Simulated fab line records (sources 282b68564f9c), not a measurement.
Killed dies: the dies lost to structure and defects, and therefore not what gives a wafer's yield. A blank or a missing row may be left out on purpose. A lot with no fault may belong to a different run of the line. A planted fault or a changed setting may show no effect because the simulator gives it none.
Matching of chambers -- flow ritCmos -- RIT_GATE_ETCH_19 on rieSi-01: 4 sister chambers
The step etches poly-Si in SF6/CHF3/O2, stops on SiO2, time 165 s, target depth 312.5 nm. 4 wafers are shown with their chamber, then 8 later ones without.

EACH WAFER AND ITS CHAMBER
wafer,chamber,drypumpMotorCurrentA (A)
L219.4,0,6.0
L223.1,1,6.3
L223.3,3,5.0
L233.3,2,5.6

WAFERS MISSING THEIR CHAMBER
wafer,drypumpMotorCurrentA (A)
L233.4,5.9
L233.6,5.0
L235.1,5.6
L235.5,5.6
L235.6,5.9
L237.1,5.9
L237.2,6.3
L237.6,6.0

CHAMBER TAKEN BY EACH
wafer,from the rows above,in truth
L233.4,0,0
L233.6,3,3
L235.1,2,2
L235.5,2,2
L235.6,0,0
L237.1,0,0
L237.2,1,1
L237.6,0,0
Correct placement for 8 of the 8. Left unplaced by these rows: 0. Wrongly placed: 0.
How it was worked out, from the rows above alone: a wafer's distance from a chamber is the root of the sum, over the readings, of the square of ((its reading less the chamber's mean) divided by the reading's scatter). The wafer belongs to the nearest chamber; if the next one is less than 2 further off, it can't be placed. For every chamber, the mean is computed from those of its wafers that are shown. The scatter: with one shown wafer a chamber, the root of the mean of the squares of how far each hidden wafer lies from its nearest shown one.
